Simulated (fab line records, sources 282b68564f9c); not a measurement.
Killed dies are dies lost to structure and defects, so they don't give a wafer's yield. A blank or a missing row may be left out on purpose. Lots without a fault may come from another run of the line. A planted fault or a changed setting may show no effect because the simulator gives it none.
fab line records | flow rit_cmos
record lots=6 wafers=18 last_day=7
route steps=202 shown FOX2@24 NWELL@28 PWELL@39 WELLDRIVE@50 M1@202
lots that met no fault: from a run of the same line without faults
start_h: hours from the record's first day to the start of the lot's first wafer shown | wait_h: hours since the lot's step before | " the same as in the row above | L1.1+2: a row that stands for several wafers | - no value, or no start given | * or withheld: withheld | < > ~ a bound
route shown NAME@n: a module of which the file shows steps, and the number in the route of the first | usual: mean/standard deviation of fault-free wafers | same: alike in all rows | chamber/n: place in a boat | sites: the reading at each site | _std_site: their standard deviation | _edge_site: outer sites' mean less inner sites' | radius_mm: how far each site lies from the wafer's centre | mask NAME#n: copy n | behind: the tool/chamber that last shaped the wafer | hold: why the lot was held/for how many hours/how that ended | device: the transistor (n, p or np) that didn't switch | end of line: the same wafers' tests at the end of the route | a step without rows: its recipe alone | killed: dies lost to structure and defects at the first sort, not the wafer's yield | map: a wafer's dies, x killed, . not, _ none there
set.NAME: the setting as run; set.NAME@STEP: as run at that earlier step | model.NAME: the simulator's own value behind a step, which no gauge read
lots at some steps of the route; a table a step, a row a wafer
services: from which hour (start_h, from the record's first day; less than 0 if before it) a tool's chamber was out of use, for how many hours, and why
## steps
# step RIT_FOX2_THK_MEAS_01
# recipe reads=SiO2_of_FOX2_OXIDATION_00
# usual FOX2_OXIDE_THK=350/6.8
# columns lot.wafer tool chamber start_h wait_h FOX2_OXIDE_THK[nm]
L489.1 film_metro-04 - 24.61 0.0 339
L489.4 " - " " 337
L489.6 " - " " 336
L490.1 film_metro-04 - 29.16 0.0 351
L490.4 " - " " 348
L490.5 " - " " 350
L493.1 film_metro-01 - 46.37 0.0 356
L493.3 " - " " 359
L493.4 " - " " 362
L499.3 film_metro-01 - 75.20 0.0 351
L499.4 " - " " 346
L499.6 " - " " 354
L504.1 film_metro-01 - 99.87 0.0 353
L504.4 " - " " 352
L504.5 " - " " 347
L508.1 film_metro-03 - 118.31 0.0 348
L508.2 " - " " 353
L508.4 " - " " 348
# step RIT_FOX2_CLEAN_02
# recipe chemistry=dHF dilution=50:1 time_s=171.4
# step RIT_FOX2_WET_ETCH_03
# recipe chemistry=H3PO4 target=Si3N4 target_depth_nm=195 temp_c=165 time_s=2700
# step RIT_FOX2_THK_MEAS_90
# recipe reads=SiO2_of_FOX2_OXIDATION_00
# usual FIELD_OXIDE_LEFT_1_THK=324/6.7
# columns lot.wafer tool chamber start_h wait_h FIELD_OXIDE_LEFT_1_THK[nm]
L489.1 film_metro-03 - 25.49 0.0 313
L489.4 " - " " 310
L489.6 " - " " 308
L490.1 film_metro-01 - 30.05 0.0 325
L490.4 " - " " 321
L490.5 " - " " 324
L493.1 film_metro-03 - 47.32 0.0 329
L493.3 " - " " 332
L493.4 " - " " 335
L499.3 film_metro-04 - 76.09 0.0 324
L499.4 " - " " 319
L499.6 " - " " 328
L504.1 film_metro-04 - 100.75 0.0 326
L504.4 " - " " 325
L504.5 " - " " 320
L508.1 film_metro-04 - 119.27 0.0 322
L508.2 " - " " 326
L508.4 " - " " 322
# step RIT_NWELL_HMDS_00
# recipe prime_time_s=62.67 prime_temp_c=140
# step RIT_NWELL_COAT_01
# recipe resist=NOVOLAK spin_rpm=2000 resist_thk_nm=1300
# step RIT_NWELL_SOFTBAKE_02
# recipe resist=NOVOLAK temp_c=90 time_s=60
# step RIT_NWELL_EXPOSE_03
# recipe mask_id=M2 na=0.57 target_cd_nm=43900 dose_mj=250
# step RIT_NWELL_PEB_04
# recipe resist=NOVOLAK temp_c=withheld time_s=withheld
# step RIT_NWELL_DEVELOP_05
# recipe resist=NOVOLAK develop_time_s=68 dev_temp_c=23
# step RIT_NWELL_OVL_MEAS_06
# usual NWELL_OVL=-0.8/1.3
# columns lot.wafer tool chamber start_h wait_h NWELL_OVL[nm]
L489.1 overlay-02 - 26.69 - -0.6
L489.4 " - " " 0.1
L489.6 " - " " -1.4
L490.1 overlay-01 - 30.99 - -2.1
L490.4 " - " " 0.3
L490.5 " - " " -2.7
L493.1 overlay-02 - 48.26 - 0.2
L493.3 " - " " -0.4
L493.4 " - " " 0.6
L499.3 overlay-01 - 77.06 - -1.5
L499.4 " - " " -0.5
L499.6 " - " " 1.3
L504.1 overlay-02 - 101.69 - 0.3
L504.4 " - " " 1.3
L504.5 " - " " 0.7
L508.1 overlay-02 - 120.21 - 0.0
L508.2 " - " " -0.9
L508.4 " - " " -1.3
# step RIT_NWELL_HARDBAKE_07
# recipe resist=NOVOLAK temp_c=140 time_s=120
# step RIT_NWELL_IMPLANT_08
# recipe species=P energy_kev=170 dose_cm2=5e+13 tilt_deg=7
# usual faraday_current_uA=159/3.1
# columns lot.wafer tool chamber start_h wait_h faraday_current_uA
L489.1 implanter-02 0 26.98 0.2 156
L489.4 " 0 " " 159
L489.6 " 0 " " 161
L490.1 implanter-04 0 31.27 0.2 163
L490.4 " 0 " " 155
L490.5 " 0 " " 157
L493.1 implanter-04 0 48.54 0.2 155
L493.3 " 0 " " 157
L493.4 " 0 " " 162
L499.3 implanter-02 0 77.39 0.2 165
L499.4 " 0 " " 159
L499.6 " 0 " " 163
L499.3 implanter-02 0 77.70 0.3 158
L499.4 " 0 " " 158
L499.6 " 0 " " 156
L504.1 implanter-02 0 101.99 0.2 159
L504.4 " 0 " " 161
L504.5 " 0 " " 157
L508.1 implanter-03 0 120.49 0.2 163
L508.2 " 0 " " 164
L508.4 " 0 " " 160
L508.1 implanter-03 0 120.81 0.3 160
L508.2 " 0 " " 157
L508.4 " 0 " " 156
# step RIT_NWELL_STRIP_09
# recipe chemistry=O2 time_s=180 resist=NOVOLAK platen_temp_c=withheld power_w=500 pressure_mtorr=4000 o2_flow_sccm=4000
# usual chamber_pressure_mTorr=3999/4.1 drypump_motor_current_A=5.88/0.22
# columns lot.wafer tool chamber start_h wait_h chamber_pressure_mTorr drypump_motor_current_A rf_hours_counter_h
L489.1 plasma_asher-01 1 27.13 0.1 4003 6.15 37
L489.4 " 1 " " 4002 6.14 -
L489.6 " 0 " " 3999 5.41 -
L490.1 plasma_asher-03 1 31.42 0.1 4002 5.95 38
L490.4 " 0 " " 3995 6.07 -
L490.5 " 0 " " 4003 6.08 -
L493.1 plasma_asher-03 0 48.69 0.1 3995 6.08 40
L493.3 " 0 " " 4005 6.08 -
L493.4 " 1 " " 3999 6.00 -
L499.3 plasma_asher-04 1 77.86 0.1 3997 5.80 -
L499.4 " 0 " " 4002 5.77 -
L499.6 " 0 " " 3995 5.78 -
L504.1 plasma_asher-04 0 102.14 0.1 4004 5.74 48
L504.4 " 0 " " 4002 5.77 -
L504.5 " 1 " " 4001 5.78 -
L508.1 plasma_asher-04 0 120.96 0.1 3994 5.76 0
L508.2 " 1 " " 3999 5.78 0
L508.4 " 0 " " 4002 5.73 -
# step RIT_NWELL_TW_MEAS_10
# usual NWELL_TW=2158/15
# columns lot.wafer tool chamber start_h wait_h NWELL_TW
L489.1 film_metro-03 - 27.30 0.1 2145
L489.4 " - " " 2143
L489.6 " - " " 2131
L490.1 film_metro-03 - 31.60 0.1 2149
L490.4 " - " " 2145
L490.5 " - " " 2143
L493.1 film_metro-03 - 48.87 0.1 2144
L493.3 " - " " 2138
L493.4 " - " " 2143
L499.3 film_metro-02 - 78.00 0.1 2694
L499.4 " - " " 2678
L499.6 " - " " 2697
L504.1 film_metro-02 - 102.31 0.1 2173
L504.4 " - " " 2168
L504.5 " - " " 2172
L508.1 film_metro-03 - 121.14 0.1 2675
L508.2 " - " " 2691
L508.4 " - " " 2665
# step RIT_PWELL_HMDS_00
# recipe prime_time_s=60 prime_temp_c=140
# step RIT_PWELL_COAT_01
# recipe resist=NOVOLAK spin_rpm=2000 resist_thk_nm=1300
# step RIT_PWELL_SOFTBAKE_02
# recipe resist=NOVOLAK temp_c=90 time_s=60
# step RIT_PWELL_EXPOSE_03
# recipe mask_id=M3 na=0.57 target_cd_nm=43700 dose_mj=250
# step RIT_PWELL_PEB_04
# recipe resist=NOVOLAK temp_c=withheld time_s=withheld
# step RIT_PWELL_DEVELOP_05
# recipe resist=NOVOLAK develop_time_s=68 dev_temp_c=23
# step RIT_PWELL_OVL_MEAS_06
# usual PWELL_OVL=0.5/1.4
# columns lot.wafer tool chamber start_h wait_h PWELL_OVL[nm]
L489.1 overlay-01 - 28.57 - -0.3
L489.4 " - " " 0.7
L489.6 " - " " 0.7
L490.1 overlay-02 - 32.66 - 1.6
L490.4 " - " " 0.7
L490.5 " - " " 0.4
L493.1 overlay-02 - 49.81 - 2.2
L493.3 " - " " 1.9
L493.4 " - " " -1.0
L499.3 overlay-02 - 79.44 - 3.3
L499.4 " - " " 0.0
L499.6 " - " " 1.1
L504.1 overlay-02 - 103.25 - 2.5
L504.4 " - " " 2.1
L504.5 " - " " 1.4
L508.1 overlay-02 - 122.27 - -0.1
L508.2 " - " " -0.6
L508.4 " - " " 0.6
# step RIT_PWELL_HARDBAKE_07
# recipe resist=NOVOLAK temp_c=140 time_s=120
# step RIT_PWELL_IMPLANT_08
# recipe species=B energy_kev=170 dose_cm2=7.15e+13 tilt_deg=7
# step RIT_PWELL_STRIP_09
# recipe chemistry=O2 time_s=180 resist=NOVOLAK platen_temp_c=withheld power_w=500 pressure_mtorr=4000 o2_flow_sccm=4000
# usual chamber_pressure_mTorr=4000/3.8 drypump_motor_current_A=5.82/0.25
# columns lot.wafer tool chamber start_h wait_h chamber_pressure_mTorr drypump_motor_current_A rf_hours_counter_h
L489.1 plasma_asher-03 0 29.01 0.1 4003 6.11 38
L489.4 " 1 " " 4002 5.99 -
L489.6 " 0 " " 3999 6.11 -
L490.1 plasma_asher-04 1 33.10 0.1 3994 5.80 41
L490.4 " 1 " " 4001 5.79 -
L490.5 " 0 " " 3997 5.76 -
L493.1 plasma_asher-04 1 50.25 0.1 3997 5.81 43
L493.3 " 1 " " 4001 5.80 -
L493.4 " 0 " " 3991 5.75 -
L499.3 plasma_asher-02 0 80.20 0.4 3999 6.04 -
L499.4 " 1 " " 4000 5.33 -
L499.6 " 1 " " 4004 5.33 -
L504.1 plasma_asher-03 0 103.69 0.1 4004 6.10 47
L504.4 " 1 " " 4001 5.98 -
L504.5 " 0 " " 4003 6.11 -
L508.1 plasma_asher-04 0 122.71 0.1 4003 5.75 1
L508.2 " 1 " " 3991 5.79 1
L508.4 " 0 " " 4004 5.74 -
# step RIT_PWELL_TW_MEAS_10
# usual PWELL_TW=966/6.2
# columns lot.wafer tool chamber start_h wait_h PWELL_TW
L489.1 film_metro-03 - 29.18 0.1 961
L489.4 " - " " 957
L489.6 " - " " 959
L490.1 film_metro-02 - 33.27 0.1 963
L490.4 " - " " 963
L490.5 " - " " 964
L493.1 film_metro-03 - 50.42 0.1 965
L493.3 " - " " 961
L493.4 " - " " 958
L499.3 film_metro-03 - 80.42 0.2 963
L499.4 " - " " 962
L499.6 " - " " 963
L504.1 film_metro-02 - 103.86 0.1 971
L504.4 " - " " 963
L504.5 " - " " 972
L508.1 film_metro-02 - 122.88 0.1 968
L508.2 " - " " 972
L508.4 " - " " 972
# step RIT_WELLDRIVE_ANNEAL_00
# recipe temp_c=1100 time_s=14700 ambient=N2
# step RIT_WELLDRIVE_RS_MEAS_01
# recipe thk_meas_gauge=four-point-probe
# usual NWELL_RS=275.6/0.85
# columns lot.wafer tool chamber start_h wait_h NWELL_RS[ohm/sq]
L489.1 film_metro-04 - 34.33 0.0 277.4
L489.4 " - " " 277.2
L489.6 " - " " 276.3
L490.1 film_metro-02 - 40.68 0.0 274.7
L490.4 " - " " 275.3
L490.5 " - " " 275.5
L493.1 film_metro-04 - 55.74 0.0 276.5
L493.3 " - " " 275.2
L493.4 " - " " 276.5
L499.3 film_metro-03 - 85.59 0.0 182.6
L499.4 " - " " 182.8
L499.6 " - " " 182.5
L504.1 film_metro-02 - 109.01 0.0 274.9
L504.4 " - " " 275.4
L504.5 " - " " 274.7
L508.1 film_metro-04 - 128.21 0.0 183.0
L508.2 " - " " 182.3
L508.4 " - " " 182.1
# step RIT_WELLDRIVE_RS_MEAS_02
# recipe thk_meas_gauge=four-point-probe
# usual PWELL_RS=424.0/1
# columns lot.wafer tool chamber start_h wait_h PWELL_RS[ohm/sq]
L489.1 film_metro-04 - 34.45 0.1 424.3
L489.4 " - " " 425.3
L489.6 " - " " 423.9
L490.1 film_metro-02 - 40.80 0.1 422.2
L490.4 " - " " 422.9
L490.5 " - " " 422.2
L493.1 film_metro-04 - 55.86 0.1 424.6
L493.3 " - " " 423.9
L493.4 " - " " 424.5
L499.3 film_metro-03 - 85.71 0.1 423.7
L499.4 " - " " 424.2
L499.6 " - " " 423.0
L504.1 film_metro-02 - 109.13 0.1 424.8
L504.4 " - " " 423.3
L504.5 " - " " 423.9
L508.1 film_metro-04 - 128.33 0.1 423.6
L508.2 " - " " 423.3
L508.4 " - " " 424.3
# step RIT_M1_PROBE_99
# usual killed_at_contacts=0.1/0.32 killed_at_front_end=6.7/2.9 killed_dies=6.8/2.9 killed_open=3.3/1.7 killed_short=3.4/2.1
# same gross_dies=264 killed_at_M0_to_M3=0 killed_at_M4_up=0 killed_at_back_side=0 killed_at_other=0
# columns lot.wafer tool chamber start_h wait_h killed_at_contacts killed_at_front_end killed_dies killed_open killed_short
L489.1 prober-01 - 68.67 0.1 0 6 6 3 3
L489.4 prober-01 - 68.82 0.2 0 7 7 4 3
L489.6 prober-01 - 68.92 0.2 0 7 7 4 3
L499.3 prober-01 - 120.30 0.2 0 5 5 3 2
L499.4 prober-01 - 120.35 0.2 0 8 8 3 5
L499.6 prober-01 - 120.45 0.2 0 4 4 4 0
L504.1 prober-02 - 140.20 0.1 0 1 1 1 0
L504.4 prober-02 - 140.35 0.2 1 2 3 2 1
L504.5 prober-02 - 140.40 0.2 0 2 2 0 2
L508.1 prober-02 - 156.98 0.1 0 8 8 3 5
L508.2 prober-02 - 157.03 0.1 0 10 10 7 3
L508.4 prober-02 - 157.13 0.2 0 6 6 4 2
# killed by level:class
L489.1 REOX:geometric_particle:open=2 SPACER:geometric_particle:short=2 GATE:geometric_particle:open=1 GATE:geometric_particle:short=1
L489.4 GATE:geometric_particle:open=3 GATE:geometric_particle:short=2 FOX1:geometric_particle:open=1 SPACER:geometric_particle:short=1
L489.6 SPACER:geometric_particle:short=2 FOX1:geometric_particle:open=1 GATE:geometric_particle:open=1 REOX:geometric_particle:open=1 SPACER:geometric_particle:open=1 SILICIDE:geometric_particle:short=1
L499.3 GATE:geometric_particle:open=2 FOX1:geometric_particle:short=1 GATE:geometric_particle:short=1 SILICIDE:geometric_particle:open=1
L499.4 GATE:geometric_particle:open=2 FOX2:geometric_particle:open=1 FOX2:geometric_particle:short=1 GATE:geometric_particle:short=1 REOX:geometric_particle:short=1 SPACER:geometric_particle:short=1 SILICIDE:geometric_particle:short=1
L499.6 FOX1:geometric_particle:open=1 FOX2:geometric_particle:open=1 SPACER:geometric_particle:open=1 SILICIDE:geometric_particle:open=1
L504.1 GATE:geometric_particle:open=1
L504.4 GATE:geometric_particle:short=1 GATE:geometric_particle:open=1 CONTACT:geometric_particle:open=1
L504.5 FOX2:geometric_particle:short=1 SILICIDE:geometric_particle:short=1
L508.1 REOX:geometric_particle:short=2 SPACER:geometric_particle:short=2 FOX1:geometric_particle:open=1 GATE:geometric_particle:short=1 SPACER:geometric_particle:open=1 SILICIDE:geometric_particle:open=1
L508.2 GATE:geometric_particle:open=3 FOX1:geometric_particle:short=1 FOX1:geometric_particle:open=1 FOX2:geometric_particle:short=1 GATE:geometric_particle:short=1 REOX:geometric_particle:open=1 SPACER:geometric_particle:open=1 SILICIDE:geometric_particle:open=1
L508.4 FOX1:geometric_particle:short=1 FOX2:geometric_particle:open=1 REOX:geometric_particle:open=1 REOX:geometric_particle:short=1 SPACER:geometric_particle:open=1 SILICIDE:geometric_particle:open=1
## services
# columns tool chamber start_h hours kind
implanter-02 - 18.75 2.9 repair
plasma_asher-02 - 33.23 0.7 repair
plasma_asher-01 - 74.94 15.6 pm
implanter-04 - 94.89 1.3 repair
plasma_asher-01 - 106.05 2.8 repair
plasma_asher-02 - 116.39 3.3 repair
implanter-04 - 117.44 5.2 pm
plasma_asher-04 0 117.81 - clean
plasma_asher-04 1 117.81 - clean
implanter-02 - 119.42 4.1 repair
## key
first_sign step=RIT_NWELL_IMPLANT_08 reading=visit direction=added
effect step=RIT_NWELL_TW_MEAS_10 reading=NWELL_TW direction=up sigmas=36 usual=2158 struck=2683
effect step=RIT_WELLDRIVE_RS_MEAS_01 reading=NWELL_RS direction=down sigmas=99+ usual=275.6 struck=182.5
met_at RIT_NWELL_IMPLANT_08
struck_wafers L499.3,L499.4,L499.6,L508.1,L508.2,L508.4
tester_left_out L499,L508
fault kind=repeated_step_whole tool=implanter-02,implanter-03,implanter-04 chamber=- onset_h=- steps=RIT_NWELL_IMPLANT_08 times=1 scope=struck_lots_only
# tester_left_out: of these lots the tester's yield and bins aren't shown, on N5 and GAA mostly nor the transistor test; their killed dies are dies lost to structure and defects alone, not to doping, threshold or leakage, so they don't give the yield
